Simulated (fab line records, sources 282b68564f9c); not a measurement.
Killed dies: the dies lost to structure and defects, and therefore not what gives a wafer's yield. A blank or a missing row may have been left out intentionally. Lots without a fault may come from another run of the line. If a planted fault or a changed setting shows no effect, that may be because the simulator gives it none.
Commonality check across tools | flow rit_cmos | 14 lots, 42 wafers sampled

## WHY THIS WAS OPENED
2 of 14 lots carry a flag on the reading CONTACT_TEOS_THK at RIT_CONTACT_THK_MEAS_01. Fault-free wafers read 401 nm, with a standard deviation of 4.9.
Rule: a lot is flagged when every wafer of it that has a number lies more than 4 standard deviations from that mean, or none has a number. As for the other lots, they are considered sound.

lot  | measured    | on            | CONTACT_TEOS_THK (nm), wafer by wafer | flag
L369 | day 3 10:58 | film_metro-03 | 388 398 399                           |
L370 | day 3 17:08 | film_metro-04 | 395 396 402                           |
L371 | day 3 23:05 | film_metro-01 | 394 399 405                           |
L373 | day 4 14:32 | film_metro-04 | 398 402 406                           |
L374 | day 4 19:37 | film_metro-04 | 399 401 399                           |
L375 | day 4 22:29 | film_metro-03 | 395 399 399                           |
L376 | day 5 02:25 | film_metro-01 | 391 398 396                           |
L377 | day 5 04:01 | film_metro-01 | 396 400 406                           |
L380 | day 5 19:55 | film_metro-03 | 399 405 409                           |
L384 | day 6 12:16 | film_metro-04 | 439 445 445                           | FLAGGED
L387 | day 7 06:17 | film_metro-01 | 439 443 445                           | FLAGGED
L389 | day 7 09:42 | film_metro-03 | 409 407 407                           |
L391 | day 7 23:20 | film_metro-01 | 399 397 401                           |
L392 | day 8 05:08 | film_metro-04 | 406 404 411                           |
On average the flagged lots' numbers are 443 nm, which is +42 nm against the usual, or +9 standard deviations.

## TOOL THAT RAN EACH LOT
The record holds 1 process step before the reading, out of a route of 202 steps. Every cell lists first the tool, next ch and the chambers used by the sampled wafers, and last the start.
lot  | flag    | RIT_CONTACT_CVD_00
L369 |         | pecvd-03 ch 0,1,2, day 3 10:55
L370 |         | pecvd-04 ch 0,1, day 3 17:04
L371 |         | pecvd-01 ch 0,1, day 3 23:01
L373 |         | pecvd-04 ch 0,2, day 4 14:29
L374 |         | pecvd-01 ch 1,2, day 4 19:33
L375 |         | pecvd-03 ch 0,1,2, day 4 22:26
L376 |         | pecvd-04 ch 0,1,2, day 5 02:22
L377 |         | pecvd-01 ch 0,2, day 5 03:58
L380 |         | pecvd-01 ch 0,1, day 5 19:52
L384 | FLAGGED | pecvd-03 ch 0,1, day 6 12:11
L387 | FLAGGED | pecvd-03 ch 0,1,2, day 7 06:14
L389 |         | pecvd-01 ch 0,1,2, day 7 09:38
L391 |         | pecvd-04 ch 0,2, day 7 23:17
L392 |         | pecvd-01 ch 0,1, day 8 05:05
What the steps here do:
- RIT_CONTACT_CVD_00: deposits SiO2 from TEOS, target thk 400 nm, time 61 s.
- RIT_CONTACT_THK_MEAS_01

## FLAGGED OVER TOTAL, TOOL BY TOOL (the gauges that took the reading come last)
step                    | tool          | lots run | flagged | share of the flagged lots | sound lots run after its first flagged lot
RIT_CONTACT_CVD_00      | pecvd-01      | 6        | 0       | none                      | -
RIT_CONTACT_CVD_00      | pecvd-03      | 4        | 2       | all                       | 0
RIT_CONTACT_CVD_00      | pecvd-04      | 4        | 0       | none                      | -
RIT_CONTACT_THK_MEAS_01 | film_metro-01 | 5        | 1       | some                      | 1 (L391)
RIT_CONTACT_THK_MEAS_01 | film_metro-03 | 4        | 0       | none                      | -
RIT_CONTACT_THK_MEAS_01 | film_metro-04 | 5        | 1       | some                      | 1 (L392)

## THE TABLE: WHAT IT ALLOWS
All flagged lots share 1 row of the table, namely pecvd-03 at RIT_CONTACT_CVD_00.
- pecvd-03 at RIT_CONTACT_CVD_00 ran 4 lots, 2 of them flagged. A fault beginning between L375 (day 4 22:26), its last sound lot, and L384 (day 6 12:11), its first flagged one, fits the data. Its own readings lie more than 4 standard deviations out on every wafer of the flagged lots: rf_fwd_power_W.
One tool is left: pecvd-03 at RIT_CONTACT_CVD_00.

## WHAT THE SIMULATOR HAD INSERTED
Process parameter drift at RIT_CONTACT_CVD_00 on pecvd-03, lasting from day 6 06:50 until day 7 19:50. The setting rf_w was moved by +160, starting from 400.
Lots struck among those shown: L384, L387. The rule given above showed the same thing.
